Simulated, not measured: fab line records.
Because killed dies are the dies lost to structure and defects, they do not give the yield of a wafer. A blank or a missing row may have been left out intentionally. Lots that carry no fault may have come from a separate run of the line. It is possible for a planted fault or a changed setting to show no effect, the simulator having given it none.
fab line records + flow rit_cmos
[record]
- lots = 14
- wafers = 42
- last_day = 6
route steps=202 shown NWELL@36 M1@202
lots that met no fault: from a run of the same line without faults
start_h: the number of hours between the record's first day and the start of the first shown wafer of the lot + wait_h: time in hours since the lot's previous step + " as in the row above + L1.1+2: several wafers, shown together as one row + - either no value or no given start + * or withheld: withheld + < > ~ a bound
route shown NAME@n: a module of which the file shows steps, and the number in the route of the first + usual: average and standard deviation across the fault-free wafers + same: alike in all rows + chamber/n: place in a boat + sites: readings site by site + _std_site: how widely they spread, as a standard deviation + _edge_site: mean of outer sites minus mean of inner sites + radius_mm: for every site, how far away it sits from the centre of the wafer + mask NAME#n: copy n + behind: the last tool/chamber to shape the wafer + hold: why the lot was held/for how many hours/how that ended + device: transistor that didn't switch, given as n, p or np + end of line: tests of these same wafers at the route's end + a step given without rows: its recipe and nothing more + killed: count of dies lost to structure and defects at first sort (not the wafer's yield) + map: shows each die of a wafer: x if killed, . if not, _ if none is there
set.NAME: the setting that was run; set.NAME@STEP: the one run at that earlier step + model.NAME: the simulator's own value behind a step, which no gauge read
the route's steps for a sample of lots (tables are steps, rows are wafers)
services: the hour from which a tool's chamber was out of use, counted from the record's first day as start_h (under 0 if before that day), plus the number of hours and why
[[steps]]
[step RIT_NWELL_IMPLANT_08]
[recipe]
- species = P
- energy_kev = 170
- dose_cm2 = 4.91e+13
- tilt_deg = 7
[usual]
- beam_energy_keV = 170.00/0.047
| lot.wafer | tool         | chamber | start_h | wait_h | beam_energy_keV |
|-----------|--------------|---------|---------|--------|-----------------|
| L272.1    | implanter-03 | 0       | 20.73   | 0.2    | 169.95          |
| L272.2    | "            | 0       | "       | "      | 169.97          |
| L272.5    | "            | 0       | "       | "      | 169.98          |
| L273.2    | implanter-03 | 0       | 26.65   | 0.2    | 169.97          |
| L273.5    | "            | 0       | "       | "      | 169.90          |
| L273.6    | "            | 0       | "       | "      | 169.88          |
| L274.1    | implanter-01 | 0       | 32.91   | 0.2    | 170.06          |
| L274.4    | "            | 0       | "       | "      | 170.06          |
| L274.5    | "            | 0       | "       | "      | 170.03          |
| L276.2    | implanter-01 | 0       | 40.92   | 0.2    | 170.06          |
| L276.5    | "            | 0       | "       | "      | 170.03          |
| L276.6    | "            | 0       | "       | "      | 170.01          |
| L277.1    | implanter-03 | 0       | 45.60   | 0.2    | 170.03          |
| L277.2    | "            | 0       | "       | "      | 169.98          |
| L277.4    | "            | 0       | "       | "      | 170.03          |
| L278.3    | implanter-03 | 0       | 50.95   | 0.2    | 170.04          |
| L278.4    | "            | 0       | "       | "      | 169.97          |
| L278.6    | "            | 0       | "       | "      | 170.10          |
| L279.1    | implanter-01 | 0       | 57.86   | 0.2    | 169.93          |
| L279.2    | "            | 0       | "       | "      | 170.05          |
| L279.5    | "            | 0       | "       | "      | 169.98          |
| L280.2    | implanter-04 | 0       | 61.14   | 0.2    | 170.01          |
| L280.5    | "            | 0       | "       | "      | 170.07          |
| L280.6    | "            | 0       | "       | "      | 170.00          |
| L282.1    | implanter-04 | 0       | 72.31   | 0.2    | 169.96          |
| L282.4    | "            | 0       | "       | "      | 169.98          |
| L282.6    | "            | 0       | "       | "      | 169.91          |
| L283.1    | implanter-01 | 0       | 77.66   | 0.2    | 169.95          |
| L283.4    | "            | 0       | "       | "      | 169.98          |
| L283.6    | "            | 0       | "       | "      | 169.97          |
| L284.1    | implanter-01 | 0       | 82.59   | 0.2    | 170.01          |
| L284.2    | "            | 0       | "       | "      | 170.05          |
| L284.4    | "            | 0       | "       | "      | 170.05          |
| L287.1    | implanter-01 | 0       | 96.07   | 0.2    | 214.30          |
| L287.2    | "            | 0       | "       | "      | 214.20          |
| L287.3    | "            | 0       | "       | "      | 214.21          |
| L289.2    | implanter-03 | 0       | 109.57  | 0.2    | 170.03          |
| L289.3    | "            | 0       | "       | "      | 170.01          |
| L289.5    | "            | 0       | "       | "      | 170.02          |
| L290.1    | implanter-01 | 0       | 116.46  | 0.2    | 214.16          |
| L290.2    | "            | 0       | "       | "      | 214.15          |
| L290.6    | "            | 0       | "       | "      | 214.20          |
[step RIT_NWELL_TW_MEAS_10]
[usual]
- NWELL_TW = 2144/16
| lot.wafer | tool          | chamber | start_h | wait_h | NWELL_TW |
|-----------|---------------|---------|---------|--------|----------|
| L272.1    | film_metro-01 | -       | 21.05   | 0.1    | 2116     |
| L272.2    | "             | -       | "       | "      | 2108     |
| L272.5    | "             | -       | "       | "      | 2128     |
| L273.2    | film_metro-02 | -       | 26.96   | 0.1    | 2157     |
| L273.5    | "             | -       | "       | "      | 2150     |
| L273.6    | "             | -       | "       | "      | 2146     |
| L274.1    | film_metro-03 | -       | 33.23   | 0.1    | 2142     |
| L274.4    | "             | -       | "       | "      | 2142     |
| L274.5    | "             | -       | "       | "      | 2147     |
| L276.2    | film_metro-03 | -       | 41.23   | 0.1    | 2159     |
| L276.5    | "             | -       | "       | "      | 2149     |
| L276.6    | "             | -       | "       | "      | 2146     |
| L277.1    | film_metro-01 | -       | 45.93   | 0.1    | 2124     |
| L277.2    | "             | -       | "       | "      | 2121     |
| L277.4    | "             | -       | "       | "      | 2120     |
| L278.3    | film_metro-02 | -       | 51.25   | 0.1    | 2153     |
| L278.4    | "             | -       | "       | "      | 2157     |
| L278.6    | "             | -       | "       | "      | 2160     |
| L279.1    | film_metro-01 | -       | 58.18   | 0.1    | 2155     |
| L279.2    | "             | -       | "       | "      | 2151     |
| L279.5    | "             | -       | "       | "      | 2154     |
| L280.2    | film_metro-02 | -       | 61.45   | 0.1    | 2158     |
| L280.5    | "             | -       | "       | "      | 2151     |
| L280.6    | "             | -       | "       | "      | 2157     |
| L282.1    | film_metro-01 | -       | 72.63   | 0.1    | 2109     |
| L282.4    | "             | -       | "       | "      | 2123     |
| L282.6    | "             | -       | "       | "      | 2114     |
| L283.1    | film_metro-01 | -       | 77.98   | 0.1    | 2135     |
| L283.4    | "             | -       | "       | "      | 2145     |
| L283.6    | "             | -       | "       | "      | 2120     |
| L284.1    | film_metro-03 | -       | 82.91   | 0.1    | 2146     |
| L284.2    | "             | -       | "       | "      | 2148     |
| L284.4    | "             | -       | "       | "      | 2137     |
| L287.1    | film_metro-03 | -       | 96.40   | 0.1    | 2270     |
| L287.2    | "             | -       | "       | "      | 2267     |
| L287.3    | "             | -       | "       | "      | 2267     |
| L289.2    | film_metro-01 | -       | 109.88  | 0.1    | 2143     |
| L289.3    | "             | -       | "       | "      | 2147     |
| L289.5    | "             | -       | "       | "      | 2149     |
| L290.1    | film_metro-02 | -       | 116.79  | 0.1    | 2259     |
| L290.2    | "             | -       | "       | "      | 2264     |
| L290.6    | "             | -       | "       | "      | 2264     |
[step RIT_WELLDRIVE_RS_MEAS_01]
[recipe]
- thk_meas_gauge = four-point-probe
[usual]
- NWELL_RS = 278.7/0.81
| lot.wafer | tool          | chamber | start_h | wait_h | NWELL_RS[ohm/sq] |
|-----------|---------------|---------|---------|--------|------------------|
| L272.1    | film_metro-03 | -       | 28.25   | 0.0    | 278.0            |
| L272.2    | "             | -       | "       | "      | 278.8            |
| L272.5    | "             | -       | "       | "      | 278.8            |
| L273.2    | film_metro-03 | -       | 33.79   | 0.0    | 278.7            |
| L273.5    | "             | -       | "       | "      | 279.1            |
| L273.6    | "             | -       | "       | "      | 279.9            |
| L274.1    | film_metro-02 | -       | 39.93   | 0.0    | 278.8            |
| L274.4    | "             | -       | "       | "      | 279.8            |
| L274.5    | "             | -       | "       | "      | 279.7            |
| L276.2    | film_metro-03 | -       | 48.23   | 0.0    | 277.8            |
| L276.5    | "             | -       | "       | "      | 278.0            |
| L276.6    | "             | -       | "       | "      | 278.9            |
| L277.1    | film_metro-01 | -       | 53.44   | 0.0    | 277.9            |
| L277.2    | "             | -       | "       | "      | 278.0            |
| L277.4    | "             | -       | "       | "      | 278.0            |
| L278.3    | film_metro-01 | -       | 58.47   | 0.0    | 279.2            |
| L278.4    | "             | -       | "       | "      | 279.3            |
| L278.6    | "             | -       | "       | "      | 278.8            |
| L279.1    | film_metro-01 | -       | 65.00   | 0.0    | 277.6            |
| L279.2    | "             | -       | "       | "      | 277.7            |
| L279.5    | "             | -       | "       | "      | 277.7            |
| L280.2    | film_metro-01 | -       | 70.11   | 0.0    | 279.4            |
| L280.5    | "             | -       | "       | "      | 279.0            |
| L280.6    | "             | -       | "       | "      | 278.4            |
| L282.1    | film_metro-01 | -       | 79.33   | 0.0    | 278.4            |
| L282.4    | "             | -       | "       | "      | 277.9            |
| L282.6    | "             | -       | "       | "      | 279.4            |
| L283.1    | film_metro-01 | -       | 84.68   | 0.0    | 277.3            |
| L283.4    | "             | -       | "       | "      | 276.5            |
| L283.6    | "             | -       | "       | "      | 276.6            |
| L284.1    | film_metro-01 | -       | 89.61   | 0.0    | 277.2            |
| L284.2    | "             | -       | "       | "      | 278.2            |
| L284.4    | "             | -       | "       | "      | 278.5            |
| L287.1    | film_metro-02 | -       | 103.64  | 0.0    | 275.1            |
| L287.2    | "             | -       | "       | "      | 274.7            |
| L287.3    | "             | -       | "       | "      | 274.8            |
| L289.2    | film_metro-03 | -       | 117.51  | 0.0    | 279.0            |
| L289.3    | "             | -       | "       | "      | 278.7            |
| L289.5    | "             | -       | "       | "      | 279.2            |
| L290.1    | film_metro-01 | -       | 123.48  | 0.0    | 275.1            |
| L290.2    | "             | -       | "       | "      | 275.3            |
| L290.6    | "             | -       | "       | "      | 275.2            |
[step RIT_M1_PROBE_99]
[usual]
- killed_at_M0_to_M3 = 0.1/0.34
- killed_at_contacts = 0.1/0.26
- killed_at_front_end = 7/3.1
- killed_dies = 7/3.1
- killed_open = 3.5/1.9
- killed_short = 3.4/2.1
[same]
- gross_dies = 264
- killed_at_M4_up = 0
- killed_at_back_side = 0
- killed_at_other = 0
| lot.wafer | tool      | chamber | start_h | wait_h | killed_at_M0_to_M3 | killed_at_contacts | killed_at_front_end | killed_dies | killed_open | killed_short |
|-----------|-----------|---------|---------|--------|--------------------|--------------------|---------------------|-------------|-------------|--------------|
| L287.1    | prober-01 | -       | 135.35  | 0.1    | 0                  | 0                  | 6                   | 6           | 2           | 4            |
| L287.2    | prober-01 | -       | 135.40  | 0.1    | 0                  | 0                  | 8                   | 8           | 6           | 2            |
| L287.3    | prober-01 | -       | 135.45  | 0.2    | 0                  | 0                  | 8                   | 8           | 4           | 4            |
// killed by level:class
L287.1 GATE:geometric_particle:short=4 GATE:geometric_particle:open=2
L287.2 GATE:geometric_particle:open=2 REOX:geometric_particle:open=2 FOX1:geometric_particle:open=1 GATE:geometric_particle:short=1 REOX:geometric_particle:short=1 SILICIDE:geometric_particle:open=1
L287.3 GATE:geometric_particle:short=2 SILICIDE:geometric_particle:open=2 SILICIDE:geometric_particle:short=2 FOX2:geometric_particle:open=1 GATE:geometric_particle:open=1
[[services]]
| tool         | chamber | start_h | hours | kind   |
|--------------|---------|---------|-------|--------|
| implanter-04 | -       | 7.88    | 1.1   | repair |
| implanter-04 | -       | 14.76   | 5.4   | repair |
| implanter-01 | -       | 37.11   | 2.9   | pm     |
| implanter-04 | -       | 45.85   | 0.7   | repair |
| implanter-03 | -       | 68.71   | 3.7   | repair |
| implanter-03 | -       | 74.07   | 4.1   | repair |
| implanter-04 | -       | 79.44   | 2.8   | pm     |
[[key]]
[first_sign]
- step = RIT_NWELL_IMPLANT_08
- reading = beam_energy_keV
- direction = up
- sigmas = 99+
- usual = 170.00
- struck = 214.20
[effect]
- step = RIT_NWELL_TW_MEAS_10
- reading = NWELL_TW
- direction = up
- sigmas = 7.5
- usual = 2144
- struck = 2265
[effect]
- step = RIT_WELLDRIVE_RS_MEAS_01
- reading = NWELL_RS
- direction = down
- sigmas = 4.5
- usual = 278.7
- struck = 275.0
met_at RIT_NWELL_IMPLANT_08
struck_lots L287,L290
tester_left_out L287,L290
onset_between 82.59 96.07
[fault]
- kind = process_parameter_drift
- tool = implanter-01
- chamber = -
- onset_h = 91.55
- steps = RIT_NWELL_IMPLANT_08
- channel = energy_kev
- offset = 44.2
- shape = step
- end_h = 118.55
- acts_in = these_recipes_only
- stated = 170
// tester_left_out: of these lots the tester's yield and bins aren't shown, on N5 and GAA mostly nor the transistor test; their killed dies are dies lost to structure and defects alone, not to doping, threshold or leakage, so they don't give the yield
